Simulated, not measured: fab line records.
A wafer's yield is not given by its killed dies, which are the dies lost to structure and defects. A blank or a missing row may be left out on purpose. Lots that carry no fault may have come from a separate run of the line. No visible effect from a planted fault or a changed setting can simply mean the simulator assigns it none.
A single fault, viewed from 2 desks || flow berkeley_cmos170 || what lay behind the numbers comes last; until then each desk has only its own

== METROLOGY DESK ==
What the gauges read for every lot (on any tool): the sampled wafers with a number, averaged. Marked OUT: a lot whose mean sits more than 4 standard deviations from the usual mean, which makes it out of limits; the brackets give that distance.
Columns: A = NLDD_TW at UCB170_NLDD_TW_MEAS_11, usual 2211; B = PSD_TW at UCB170_PSD_TW_MEAS_10, usual 2330; C = NLDD_RS at UCB170_SDANNEAL_RS_MEAS_05, usual 616.2 ohm/sq
{"lot": "L800", "first seen here": "day 7 22:01", "A": 2183, "B": 2345, "C": 616.9}
{"lot": "L801", "first seen here": "day 7 22:56", "A": 2248, "B": 2347, "C": 615.4}
{"lot": "L802", "first seen here": "day 7 23:10", "A": 2192, "B": 2287, "C": 616.4}
{"lot": "L805", "first seen here": "day 8 08:40", "A": 2226, "B": 2342, "C": 615.1}
{"lot": "L806", "first seen here": "day 8 08:56", "A": 2222, "B": 2351, "C": 615.2}
{"lot": "L804", "first seen here": "day 8 15:32", "A": 2183, "B": 2332, "C": 616.2}
{"lot": "L808", "first seen here": "day 8 15:42", "A": 2226, "B": 2335, "C": 617.4}
{"lot": "L807", "first seen here": "day 8 16:58", "A": 2178, "B": 2287, "C": 616.6}
{"lot": "L812", "first seen here": "day 9 17:55", "A": "2335 (+5.9) OUT", "B": 2344, "C": "575.0 (-32) OUT"}
{"lot": "L813", "first seen here": "day 9 19:22", "A": "2335 (+5.9) OUT", "B": 2331, "C": "576.3 (-31) OUT"}
{"lot": "L820", "first seen here": "day 11 01:51", "A": 2187, "B": 2342, "C": 615.5}
{"lot": "L818", "first seen here": "day 11 02:43", "A": 2189, "B": 2330, "C": 615.9}
{"lot": "L823", "first seen here": "day 11 16:30", "A": 2223, "B": 2351, "C": 615.5}
{"lot": "L821", "first seen here": "day 11 17:11", "A": 2243, "B": 2288, "C": 617.0}
Per this desk, out of limits: L812, L813; the first was L812, day 9 17:55 (NLDD_TW at UCB170_NLDD_TW_MEAS_11). Within limits: L800, L801, L802, L805, L806, L804, L808, L807, L820, L818, L823, L821.

== FOR THE TOOL OWNER'S DESK: implanter-03 ==
The tool's own readings at UCB170_NLDD_IMPLANT_08, given as means over the sampled wafers that have a number, one for each lot that went through this tool. Marked OUT: a lot whose mean sits more than 4 standard deviations from the usual mean, which makes it out of limits; the brackets give that distance.
Columns: A = beam_energy_keV at UCB170_NLDD_IMPLANT_08, usual 29.998
{"lot": "L800", "first seen here": "day 7 21:40", "A": 29.997}
{"lot": "L801", "first seen here": "day 7 22:33", "A": 29.999}
{"lot": "L805", "first seen here": "day 8 08:16", "A": 30.005}
{"lot": "L808", "first seen here": "day 8 15:18", "A": 29.993}
{"lot": "L812", "first seen here": "day 9 17:32", "A": "40.488 (+99 or more) OUT"}
{"lot": "L813", "first seen here": "day 9 18:57", "A": "40.485 (+99 or more) OUT"}
This desk's finding: out of limits on L812, L813; first on L812, day 9 17:32 (beam_energy_keV at UCB170_NLDD_IMPLANT_08). Within limits: L800, L801, L805, L808.

== TAKEN TOGETHER ==
At day 9 17:32, on L812, L813, the tool owner's desk was in a position to raise an alarm.
Metrology desk: alarm possible at day 9 17:55 on L812, L813.
Every lot named ran UCB170_NLDD_IMPLANT_08 on implanter-03.

== WHAT THE SIMULATOR PUT IN ==
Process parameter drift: implanter-03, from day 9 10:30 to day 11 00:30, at UCB170_NLDD_IMPLANT_08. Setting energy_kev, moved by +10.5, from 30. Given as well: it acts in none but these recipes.
Lots struck among those shown: L812, L813.
Counting hours from when the fault started, the first reading out of limits came at 7 for the tool owner's desk and at 7 for the metrology desk.
